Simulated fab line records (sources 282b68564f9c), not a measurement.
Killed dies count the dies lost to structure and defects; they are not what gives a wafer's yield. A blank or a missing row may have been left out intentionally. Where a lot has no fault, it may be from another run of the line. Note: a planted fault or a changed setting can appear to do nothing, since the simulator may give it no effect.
fab line records | flow ritCmos
record: lots: 13 | wafers: 39 | lastDay: 7
route steps=202 shown PWELL@42 M1@202
lots that met no fault: from a run of the same line without faults
startH: hours from the record's first day to the start of the lot's first wafer shown | waitH: time in hours since the lot's previous step | " repeats the value in the row above | L1.1+2: a row that stands for several wafers | - no value, or no start was given | * or withheld: withheld | < > ~ a bound
route shown NAME@n: names a module that has steps shown in the file, with the first one's number in the route | usual: mean/standard deviation of fault-free wafers | same: alike in all rows | chamber/n: place in a boat | sites: readings site by site | _std_site: their standard deviation | _edge_site: mean of outer sites minus mean of inner sites | radiusMm: for every site, how far away it sits from the centre of the wafer | mask NAME#n: copy n | behind: the last tool/chamber to shape the wafer | hold: what put the lot on hold/how long, in hours/how the hold closed | device: the n, p or np transistor that did not switch | end of line: the same wafers' tests at the end of the route | where a step has no rows: the recipe by itself | killed: dies that structure and defects cost at the first sort, which is not the same as the wafer's yield | map: a wafer's dies, x killed, . not, _ none there
set.NAME: the setting as run; set.NAME@STEP: as run at that earlier step | model.NAME: the simulator's own value behind a step, which no gauge read
steps of the route over a sample of lots; a table a step, a row a wafer
services: the hour from which a tool's chamber was out of use, counted from the record's first day as startH (under 0 if before that day), plus the number of hours and why
== steps ==
step: RIT_PWELL_EXPOSE_03
recipe: maskId: M3 | na: 0.57 | targetCdNm: 43700 | doseMj: 250
lot.wafer  | tool            | chamber | startH | waitH | mask
L530.1+2+5 | ilineStepper-02 | 0       | 22.04  | 0.3   | M3#0
L532.2+3+5 | ilineStepper-01 | 0       | 32.96  | 0.1   | M3#0
L533.4+5+6 | ilineStepper-01 | 0       | 36.45  | 0.1   | M3#0
L534.3+4+5 | ilineStepper-01 | 0       | 42.67  | 0.1   | M3#0
L535.1+3+5 | ilineStepper-01 | 0       | 47.11  | 0.1   | M3#0
L536.2+5+6 | ilineStepper-02 | 0       | 52.91  | 0.2   | M3#0
L537.3+4+5 | ilineStepper-02 | 0       | 56.65  | 0.1   | M3#0
L539.3+5+6 | ilineStepper-02 | 0       | 68.83  | 0.2   | M3#0
L542.1+3+6 | ilineStepper-02 | 0       | 81.31  | 0.1   | M2#0
L543.2+3+5 | ilineStepper-02 | 0       | 87.33  | 0.1   | M3#0
L546.2+3+4 | ilineStepper-02 | 0       | 101.43 | 0.1   | M3#0
L551.1+2+6 | ilineStepper-01 | 0       | 126.53 | 0.1   | M3#0
L552.2+3+6 | ilineStepper-02 | 0       | 135.47 | 0.2   | M3#0
step: RIT_PWELL_OVL_MEAS_06
usual: PWELL_OVL: 0.0/1.3
lot.wafer | tool       | chamber | startH | waitH | PWELL_OVL[nm]
L530.1    | overlay-02 | -       | 22.47  | -     | 0.7
L530.2    | "          | -       | "      | "     | 0.7
L530.5    | "          | -       | "      | "     | -0.2
L532.2    | overlay-02 | -       | 33.38  | -     | 1.6
L532.3    | "          | -       | "      | "     | 1.0
L532.5    | "          | -       | "      | "     | 1.1
L533.4    | overlay-02 | -       | 36.83  | -     | 0.6
L533.5    | "          | -       | "      | "     | 1.2
L533.6    | "          | -       | "      | "     | -0.2
L534.3    | overlay-01 | -       | 43.11  | -     | -0.1
L534.4    | "          | -       | "      | "     | -2.8
L534.5    | "          | -       | "      | "     | -1.3
L535.1    | overlay-01 | -       | 47.54  | -     | -0.7
L535.3    | "          | -       | "      | "     | 2.3
L535.5    | "          | -       | "      | "     | 1.4
L536.2    | overlay-01 | -       | 53.32  | -     | -1.5
L536.5    | "          | -       | "      | "     | 2.3
L536.6    | "          | -       | "      | "     | 0.5
L537.3    | overlay-01 | -       | 57.05  | -     | 0.0
L537.4    | "          | -       | "      | "     | 1.7
L537.5    | "          | -       | "      | "     | -0.4
L539.3    | overlay-02 | -       | 69.23  | -     | -1.0
L539.5    | "          | -       | "      | "     | -1.6
L539.6    | "          | -       | "      | "     | -0.9
L542.1    | overlay-02 | -       | 81.74  | -     | -
L542.3    | "          | -       | "      | "     | -
L542.6    | "          | -       | "      | "     | -
L543.2    | overlay-01 | -       | 87.75  | -     | -0.8
L543.3    | "          | -       | "      | "     | -0.5
L543.5    | "          | -       | "      | "     | -1.6
L546.2    | overlay-02 | -       | 101.95 | -     | -0.8
L546.3    | "          | -       | "      | "     | -1.7
L546.4    | "          | -       | "      | "     | -1.3
L551.1    | overlay-01 | -       | 126.96 | -     | -1.1
L551.2    | "          | -       | "      | "     | -1.6
L551.6    | "          | -       | "      | "     | -0.7
L552.2    | overlay-02 | -       | 135.88 | -     | 0.3
L552.3    | "          | -       | "      | "     | -0.7
L552.6    | "          | -       | "      | "     | 0.1
step: RIT_PWELL_TW_MEAS_10
usual: PWELL_TW: 954/5.4
lot.wafer | tool         | chamber | startH | waitH | hold                    | PWELL_TW
L530.1    | filmMetro-04 | -       | 23.08  | 0.1   | -                       | 955
L530.2    | "            | -       | "      | "     | -                       | 954
L530.5    | "            | -       | "      | "     | -                       | 954
L532.2    | filmMetro-04 | -       | 34.20  | 0.1   | -                       | 943
L532.3    | "            | -       | "      | "     | -                       | 948
L532.5    | "            | -       | "      | "     | -                       | 949
L533.4    | filmMetro-03 | -       | 37.46  | 0.1   | -                       | 952
L533.5    | "            | -       | "      | "     | -                       | 959
L533.6    | "            | -       | "      | "     | -                       | 957
L534.3    | filmMetro-03 | -       | 43.73  | 0.1   | -                       | 957
L534.4    | "            | -       | "      | "     | -                       | 952
L534.5    | "            | -       | "      | "     | -                       | 955
L535.1    | filmMetro-02 | -       | 48.15  | 0.1   | -                       | 957
L535.3    | "            | -       | "      | "     | -                       | 953
L535.5    | "            | -       | "      | "     | -                       | 957
L536.2    | filmMetro-02 | -       | 53.94  | 0.1   | -                       | 959
L536.5    | "            | -       | "      | "     | -                       | 957
L536.6    | "            | -       | "      | "     | -                       | 955
L537.3    | filmMetro-03 | -       | 57.67  | 0.1   | -                       | 962
L537.4    | "            | -       | "      | "     | -                       | 963
L537.5    | "            | -       | "      | "     | -                       | 964
L539.3    | filmMetro-02 | -       | 69.85  | 0.1   | -                       | 960
L539.5    | "            | -       | "      | "     | -                       | 957
L539.6    | "            | -       | "      | "     | -                       | 955
L542.1    | filmMetro-03 | -       | 82.59  | 0.1   | awaitDispo/0.2h/release | 30
L542.3    | "            | -       | "      | "     | awaitDispo/0.2h/release | 30
L542.6    | "            | -       | "      | "     | awaitDispo/0.2h/release | 30
L542.1    | filmMetro-03 | -       | 82.82  | 0.2   | -                       | 30
L542.3    | "            | -       | "      | "     | -                       | 30
L542.6    | "            | -       | "      | "     | -                       | 30
L543.2    | filmMetro-04 | -       | 88.37  | 0.1   | -                       | 950
L543.3    | "            | -       | "      | "     | -                       | 957
L543.5    | "            | -       | "      | "     | -                       | 952
L546.2    | filmMetro-02 | -       | 102.57 | 0.1   | -                       | 959
L546.3    | "            | -       | "      | "     | -                       | 954
L546.4    | "            | -       | "      | "     | -                       | 958
L551.1    | filmMetro-04 | -       | 127.58 | 0.1   | -                       | 945
L551.2    | "            | -       | "      | "     | -                       | 947
L551.6    | "            | -       | "      | "     | -                       | 950
L552.2    | filmMetro-04 | -       | 136.50 | 0.1   | -                       | 952
L552.3    | "            | -       | "      | "     | -                       | 952
L552.6    | "            | -       | "      | "     | -                       | 951
step: RIT_M1_PROBE_99
usual: defectLimitedYield: 97.3/1.2 | killed_at_M0_to_M3: 0.0/0.083 | killedAtContacts: 0.0/0.2 | killedAtFrontEnd: 7/3.1 | killedDies: 7/3.1 | killedOnRim: 1.9/1.4 | killedOpen: 3.5/1.9 | killedShort: 3.6/2.1 | sort_bin_3_pad_short: 0.1/0.2 | sort_bin_5_function: 1.6/0.86 | sort_bin_6_memory: 1.0/0.64 | sortNPass: 257/3.1 | sortYieldPct: 97.3/1.2
same: grossDies: 264 | killed_at_M4_up: 0 | killedAtBackSide: 0 | killedAtOther: 0
lot.wafer | tool      | chamber | startH | waitH | defectLimitedYield[%] | killed_at_M0_to_M3 | killedAtContacts | killedAtFrontEnd | killedDies | killedOnRim | killedOpen | killedShort | sort_bin_3_pad_short[%] | sort_bin_5_function[%] | sort_bin_6_memory[%] | sortNPass | sortYieldPct[%]
L530.1    | prober-02 | -       | 56.57  | 0.1   | 98.1                  | 1                  | 0                | 4                | 5          | 0           | 5          | 0           | 0                       | 0.8                    | 1.1                  | 259       | 98.1
L530.2    | prober-02 | -       | 56.62  | 0.1   | 97.0                  | 0                  | 0                | 8                | 8          | 1           | 6          | 2           | 0                       | 1.5                    | 1.5                  | 256       | 97.0
L530.5    | prober-02 | -       | 56.77  | 0.2   | 95.5                  | 0                  | 0                | 12               | 12         | 1           | 6          | 6           | 0                       | 3.4                    | 1.1                  | 252       | 95.5
L532.2    | prober-02 | -       | 70.31  | 0.1   | 95.8                  | 0                  | 0                | 11               | 11         | 5           | 8          | 3           | 0                       | 2.3                    | 1.9                  | 253       | 95.8
L532.3    | prober-02 | -       | 70.36  | 0.2   | 98.9                  | 0                  | 0                | 3                | 3          | 1           | 1          | 2           | 0                       | 1.1                    | 0                    | 261       | 98.9
L532.5    | prober-02 | -       | 70.46  | 0.2   | 98.5                  | 0                  | 0                | 4                | 4          | 1           | 2          | 2           | 0                       | 1.5                    | 0                    | 260       | 98.5
L533.4    | prober-01 | -       | 74.29  | 0.2   | 97.3                  | 0                  | 0                | 7                | 7          | 4           | 2          | 5           | 0                       | 1.9                    | 0.8                  | 257       | 97.3
L533.5    | prober-01 | -       | 74.34  | 0.2   | 99.2                  | 0                  | 0                | 2                | 2          | 0           | 1          | 1           | 0                       | 0                      | 0.8                  | 262       | 99.2
L533.6    | prober-01 | -       | 74.39  | 0.2   | 98.9                  | 0                  | 0                | 3                | 3          | 2           | 1          | 2           | 0                       | 0.4                    | 0.8                  | 261       | 98.9
L534.3    | prober-02 | -       | 78.59  | 0.2   | 96.6                  | 0                  | 0                | 9                | 9          | 2           | 6          | 3           | 0                       | 2.3                    | 1.1                  | 255       | 96.6
L534.4    | prober-02 | -       | 78.64  | 0.2   | 98.5                  | 0                  | 0                | 4                | 4          | 1           | 2          | 2           | 0                       | 0.8                    | 0.8                  | 260       | 98.5
L534.5    | prober-02 | -       | 78.69  | 0.2   | 95.5                  | 0                  | 0                | 12               | 12         | 4           | 4          | 8           | 0.4                     | 1.5                    | 2.7                  | 252       | 95.5
L535.1    | prober-01 | -       | 81.96  | 0.1   | 97.3                  | 0                  | 0                | 7                | 7          | 4           | 4          | 3           | 0                       | 0.8                    | 1.9                  | 257       | 97.3
L535.3    | prober-01 | -       | 82.06  | 0.2   | 97.7                  | 0                  | 0                | 6                | 6          | 0           | 3          | 3           | 0.8                     | 0.8                    | 0.8                  | 258       | 97.7
L535.5    | prober-01 | -       | 82.16  | 0.2   | 97.7                  | 0                  | 1                | 5                | 6          | 3           | 2          | 4           | 0.4                     | 1.5                    | 0.4                  | 258       | 97.7
L536.2    | prober-02 | -       | 88.40  | 0.1   | 95.1                  | 0                  | 0                | 13               | 13         | 4           | 3          | 10          | 0.8                     | 2.7                    | 1.5                  | 251       | 95.1
L536.5    | prober-02 | -       | 88.55  | 0.2   | 98.1                  | 0                  | 0                | 5                | 5          | 2           | 2          | 3           | 0                       | 0.8                    | 1.1                  | 259       | 98.1
L536.6    | prober-02 | -       | 88.60  | 0.2   | 97.7                  | 0                  | 0                | 6                | 6          | 2           | 4          | 2           | 0                       | 1.5                    | 0.8                  | 258       | 97.7
L537.3    | prober-01 | -       | 91.00  | 0.2   | 96.2                  | 0                  | 0                | 10               | 10         | 2           | 7          | 3           | 0                       | 3.4                    | 0.4                  | 254       | 96.2
L537.4    | prober-01 | -       | 91.05  | 0.2   | 93.6                  | 0                  | 0                | 17               | 17         | 4           | 6          | 11          | 0                       | 4.5                    | 1.9                  | 247       | 93.6
L537.5    | prober-01 | -       | 91.10  | 0.2   | 96.2                  | 0                  | 0                | 10               | 10         | 0           | 4          | 6           | 0                       | 2.7                    | 1.1                  | 254       | 96.2
L539.3    | prober-01 | -       | 103.77 | 0.2   | 97.7                  | 0                  | 0                | 6                | 6          | 0           | 4          | 2           | 0.4                     | 1.1                    | 0.8                  | 258       | 97.7
L539.5    | prober-01 | -       | 103.87 | 0.2   | 98.5                  | 0                  | 1                | 3                | 4          | 0           | 2          | 2           | 0                       | 0.4                    | 1.1                  | 260       | 98.5
L539.6    | prober-01 | -       | 103.92 | 0.2   | 97.3                  | 0                  | 0                | 7                | 7          | 0           | 5          | 2           | 0.4                     | 1.1                    | 1.1                  | 257       | 97.3
L543.2    | prober-01 | -       | 123.18 | 0.1   | 95.5                  | 0                  | 1                | 11               | 12         | 2           | 6          | 6           | 0.4                     | 2.3                    | 1.9                  | 252       | 95.5
L543.3    | prober-01 | -       | 123.23 | 0.2   | 97.3                  | 0                  | 0                | 7                | 7          | 0           | 6          | 1           | 0                       | 2.3                    | 0.4                  | 257       | 97.3
L543.5    | prober-01 | -       | 123.33 | 0.2   | 97.7                  | 0                  | 0                | 6                | 6          | 4           | 4          | 2           | 0.4                     | 1.1                    | 0.8                  | 258       | 97.7
L546.2    | prober-02 | -       | 137.45 | 0.1   | 98.5                  | 0                  | 0                | 4                | 4          | 2           | 3          | 1           | 0                       | 0.8                    | 0.8                  | 260       | 98.5
L546.3    | prober-02 | -       | 137.50 | 0.2   | 98.1                  | 0                  | 0                | 5                | 5          | 1           | 4          | 1           | 0                       | 1.5                    | 0.4                  | 259       | 98.1
L546.4    | prober-02 | -       | 137.55 | 0.2   | 97.7                  | 0                  | 0                | 6                | 6          | 1           | 3          | 3           | 0.4                     | 1.1                    | 0.8                  | 258       | 97.7
L551.1    | prober-01 | -       | 162.40 | 0.1   | 97.3                  | 0                  | 0                | 7                | 7          | 2           | 4          | 3           | 0.4                     | 0.4                    | 1.9                  | 257       | 97.3
L551.2    | prober-01 | -       | 162.45 | 0.1   | 97.3                  | 0                  | 0                | 7                | 7          | 2           | 4          | 3           | 0.4                     | 1.1                    | 1.1                  | 257       | 97.3
L551.6    | prober-01 | -       | 162.65 | 0.2   | 97.3                  | 0                  | 0                | 7                | 7          | 2           | 2          | 5           | 0.4                     | 1.1                    | 1.1                  | 257       | 97.3
L552.2    | prober-02 | -       | 173.07 | 0.1   | 98.1                  | 0                  | 0                | 5                | 5          | 3           | 2          | 3           | 0                       | 1.1                    | 0.8                  | 259       | 98.1
L552.3    | prober-02 | -       | 173.12 | 0.2   | 97.7                  | 0                  | 0                | 6                | 6          | 3           | 4          | 2           | 0                       | 1.1                    | 1.1                  | 258       | 97.7
L552.6    | prober-02 | -       | 173.27 | 0.2   | 98.5                  | 0                  | 0                | 4                | 4          | 3           | 0          | 4           | 0                       | 0.8                    | 0.8                  | 260       | 98.5
killed by level:class
L530.1 GATE:geometricParticle:open=2 FOX1:geometricParticle:open=1 FOX2:geometricParticle:open=1 M1:geometricParticle:open=1
L530.2 GATE:geometricParticle:open=4 GATE:geometricParticle:short=2 SILICIDE:geometricParticle:open=2
L530.5 FOX2:geometricParticle:short=3 SPACER:geometricParticle:open=3 SPACER:geometricParticle:short=3 FOX2:geometricParticle:open=1 REOX:geometricParticle:open=1 SILICIDE:geometricParticle:open=1
L532.2 GATE:geometricParticle:open=6 GATE:geometricParticle:short=3 FOX2:geometricParticle:open=2
L532.3 FOX2:geometricParticle:short=2 FOX2:geometricParticle:open=1
L532.5 GATE:geometricParticle:short=1 GATE:geometricParticle:open=1 REOX:geometricParticle:short=1 SILICIDE:geometricParticle:open=1
L533.4 FOX1:geometricParticle:short=1 FOX2:geometricParticle:open=1 GATE:geometricParticle:open=1 GATE:geometricParticle:short=1 REOX:geometricParticle:short=1 SPACER:geometricParticle:short=1 SILICIDE:geometricParticle:short=1
L533.5 GATE:geometricParticle:open=1 GATE:geometricParticle:short=1
L533.6 FOX1:geometricParticle:short=2 SPACER:geometricParticle:open=1
L534.3 GATE:geometricParticle:open=5 GATE:geometricParticle:short=2 FOX1:geometricParticle:short=1 SILICIDE:geometricParticle:open=1
L534.4 GATE:geometricParticle:open=2 GATE:geometricParticle:short=2
L534.5 GATE:geometricParticle:short=7 FOX1:geometricParticle:open=1 GATE:geometricParticle:open=1 REOX:geometricParticle:short=1 SPACER:geometricParticle:open=1 SILICIDE:geometricParticle:open=1
L535.1 FOX1:geometricParticle:open=2 FOX1:geometricParticle:short=1 GATE:geometricParticle:open=1 SPACER:geometricParticle:short=1 SILICIDE:geometricParticle:open=1 SILICIDE:geometricParticle:short=1
L535.3 GATE:geometricParticle:open=2 FOX1:geometricParticle:open=1 FOX1:geometricParticle:short=1 REOX:geometricParticle:short=1 SILICIDE:geometricParticle:short=1
L535.5 GATE:geometricParticle:short=2 FOX1:geometricParticle:short=1 SILICIDE:geometricParticle:open=1 SILICIDE:geometricParticle:short=1 CONTACT:geometricParticle:open=1
L536.2 SPACER:geometricParticle:short=4 FOX2:geometricParticle:short=2 GATE:geometricParticle:open=2 GATE:geometricParticle:short=2 REOX:geometricParticle:short=2 SPACER:geometricParticle:open=1
L536.5 GATE:geometricParticle:short=2 GATE:geometricParticle:open=1 REOX:geometricParticle:short=1 SILICIDE:geometricParticle:open=1
L536.6 GATE:geometricParticle:open=2 FOX2:geometricParticle:open=1 GATE:geometricParticle:short=1 REOX:geometricParticle:short=1 SPACER:geometricParticle:open=1
L537.3 FOX2:geometricParticle:open=4 GATE:geometricParticle:open=2 FOX1:geometricParticle:short=1 FOX2:geometricParticle:short=1 REOX:geometricParticle:open=1 SILICIDE:geometricParticle:short=1
L537.4 GATE:geometricParticle:short=5 GATE:geometricParticle:open=2 SPACER:geometricParticle:short=2 REOX:geometricParticle:open=2 REOX:geometricParticle:short=2 FOX1:geometricParticle:short=1 SPACER:geometricParticle:open=1 SILICIDE:geometricParticle:open=1
L537.5 SILICIDE:geometricParticle:open=3 SPACER:geometricParticle:short=2 SILICIDE:geometricParticle:short=2 FOX1:geometricParticle:short=1 FOX1:geometricParticle:open=1 GATE:geometricParticle:short=1
L539.3 FOX1:geometricParticle:short=1 FOX2:geometricParticle:open=1 GATE:geometricParticle:open=1 REOX:geometricParticle:short=1 SPACER:geometricParticle:open=1 SILICIDE:geometricParticle:open=1
L539.5 REOX:geometricParticle:short=2 FOX1:geometricParticle:open=1 CONTACT:geometricParticle:open=1
L539.6 REOX:geometricParticle:open=3 FOX1:geometricParticle:short=1 FOX1:geometricParticle:open=1 GATE:geometricParticle:short=1 SILICIDE:geometricParticle:open=1
L543.2 GATE:geometricParticle:open=4 GATE:geometricParticle:short=3 FOX1:geometricParticle:short=1 FOX1:geometricParticle:open=1 SILICIDE:geometricParticle:short=1 SILICIDE:geometricParticle:open=1 CONTACT:geometricParticle:short=1
L543.3 GATE:geometricParticle:open=4 GATE:geometricParticle:short=1 REOX:geometricParticle:open=1 SILICIDE:geometricParticle:open=1
L543.5 GATE:geometricParticle:open=4 GATE:geometricParticle:short=2
L546.2 GATE:geometricParticle:open=1 GATE:geometricParticle:short=1 REOX:geometricParticle:open=1 SPACER:geometricParticle:open=1
L546.3 FOX1:geometricParticle:open=1 FOX2:geometricParticle:open=1 REOX:geometricParticle:open=1 SILICIDE:geometricParticle:short=1 SILICIDE:geometricParticle:open=1
L546.4 FOX1:geometricParticle:open=2 GATE:geometricParticle:open=1 REOX:geometricParticle:short=1 SPACER:geometricParticle:short=1 SILICIDE:geometricParticle:short=1
L551.1 SPACER:geometricParticle:open=3 GATE:geometricParticle:short=1 REOX:geometricParticle:short=1 SPACER:geometricParticle:short=1 SILICIDE:geometricParticle:open=1
L551.2 GATE:geometricParticle:open=3 FOX1:geometricParticle:short=1 SPACER:geometricParticle:short=1 SILICIDE:geometricParticle:short=1 SILICIDE:geometricParticle:open=1
L551.6 SILICIDE:geometricParticle:short=3 GATE:geometricParticle:short=1 REOX:geometricParticle:open=1 SPACER:geometricParticle:short=1 SILICIDE:geometricParticle:open=1
L552.2 SPACER:geometricParticle:short=2 FOX1:geometricParticle:open=1 GATE:geometricParticle:short=1 SPACER:geometricParticle:open=1
L552.3 GATE:geometricParticle:open=2 SPACER:geometricParticle:open=2 FOX2:geometricParticle:short=1 SPACER:geometricParticle:short=1
L552.6 GATE:geometricParticle:short=2 FOX2:geometricParticle:short=1 REOX:geometricParticle:short=1
== services ==
tool            | chamber | startH | hours | kind
ilineStepper-02 | -       | 14.64  | 4.4   | pm
ilineStepper-01 | -       | 19.16  | 4.4   | pm
ilineStepper-02 | -       | 34.93  | 1.7   | pm
ilineStepper-01 | 0       | 101.34 | -     | calibration
== key ==
firstSign: step: RIT_PWELL_EXPOSE_03 | reading: mask | direction: changed
effect: step: RIT_PWELL_OVL_MEAS_06 | reading: PWELL_OVL | direction: missing
effect: step: RIT_PWELL_TW_MEAS_10 | reading: visit | direction: added
effect: step: RIT_PWELL_TW_MEAS_10 | reading: PWELL_TW | direction: down | sigmas: 99+ | usual: 954 | struck: 30
metAt RIT_PWELL_EXPOSE_03
struckLots L542
scrappedBehind RIT_PWELL_TW_MEAS_10 L542.1,L542.3,L542.6
onsetBetween 68.83 81.31
fault: kind: wrongMask | tool: any | chamber: - | onsetH: 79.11 | steps: RIT_PWELL_EXPOSE_03 | auxCopy: M2#0 | scope: struckLotsOnly
